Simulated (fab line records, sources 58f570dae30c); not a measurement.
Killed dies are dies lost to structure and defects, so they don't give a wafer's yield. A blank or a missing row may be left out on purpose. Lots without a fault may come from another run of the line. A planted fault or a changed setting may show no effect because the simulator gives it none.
One fault seen from 2 desks | flow berkeley_cmos170 | each desk has only its own numbers; what lay behind them comes last

THE TOOL OWNER'S DESK: pvd_sputter-04
The tool's own readings at UCB170_SILICIDE_SPUTTER_01 (material Ti, target thk 30 nm, time 25 s): means of the sampled wafers that have a number, for each lot that ran on this tool. A lot is out of limits, marked OUT, if its mean lies more than 4 standard deviations from the usual mean; the brackets give that distance.
Columns: A = throttle_valve_pct at UCB170_SILICIDE_SPUTTER_01, usual 30.0 %
lot  | first seen here | A
L998 | day 8 05:14     | 30.2
L103 | day 8 14:29     | 30.9
L101 | day 8 18:38     | 30.1
L108 | day 10 06:28    | 31.3
L116 | day 11 10:24    | 30.5
L117 | day 11 21:21    | 31.0
This desk's finding: nothing out of limits on any of the 6 lots.

THE METROLOGY DESK
What the gauges read, lot by lot, whatever tool the lot ran on: means of the sampled wafers that have a number. A lot is out of limits, marked OUT, if its mean lies more than 4 standard deviations from the usual mean; the brackets give that distance.
Columns: A = PLDD_OVL at UCB170_PLDD_OVL_MEAS_07, usual 2 nm; B = SILICIDE_TI_RS at UCB170_SILICIDE_RS_MEAS_02, usual 26.1 ohm/sq; C = SILICIDE_TI_THK at UCB170_SILICIDE_THK_MEAS_03, usual 30.3 nm
lot  | first seen here | A  | B              | C
L998 | day 7 09:02     | -2 | 26.8           | 29.7
L100 | day 7 09:19     | -5 | 25.6           | 31.0
L999 | day 7 09:56     | 1  | 26.1           | 30.5
L997 | day 7 10:29     | 6  | 25.6           | 30.7
L104 | day 7 23:09     | 4  | 26.0           | 30.4
L103 | day 7 23:34     | 17 | 26.6           | 29.7
L101 | day 8 04:13     | -5 | 26.5           | 30.1
L105 | day 8 08:52     | 4  | 26.1           | 30.1
L106 | day 9 01:31     | -7 | 25.8           | 30.7
L108 | day 9 16:45     | -6 | 25.9           | 30.6
L114 | day 10 10:33    | 12 | 25.3           | 31.0
L116 | day 10 20:25    | 6  | 16.9 (-20) OUT | 44.0 (+28) OUT
L117 | day 11 07:56    | -9 | 17.1 (-19) OUT | 43.5 (+27) OUT
L118 | day 11 10:52    | -3 | 25.4           | 31.0
This desk's finding: out of limits on L116, L117; first on L116, day 11 10:26 (SILICIDE_TI_RS at UCB170_SILICIDE_RS_MEAS_02). In limits: L998, L100, L999, L997, L104, L103, L101, L105, L106, L108, L114, L118.

PUT TOGETHER
The metrology desk could have raised an alarm at day 11 10:26, on L116, L117.
The tool owner's desk saw nothing out of limits.
The tool owner's desk has L116, L117 on record, within its limits.
Of the lots named, all ran UCB170_SILICIDE_SPUTTER_01 on pvd_sputter-04.

WHAT THE SIMULATOR HAD PUT IN
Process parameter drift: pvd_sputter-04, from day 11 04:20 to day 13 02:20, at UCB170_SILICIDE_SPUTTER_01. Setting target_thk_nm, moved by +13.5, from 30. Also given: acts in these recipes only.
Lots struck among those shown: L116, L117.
Hours from the fault's start to each desk's first reading out of limits: the metrology desk, 6.
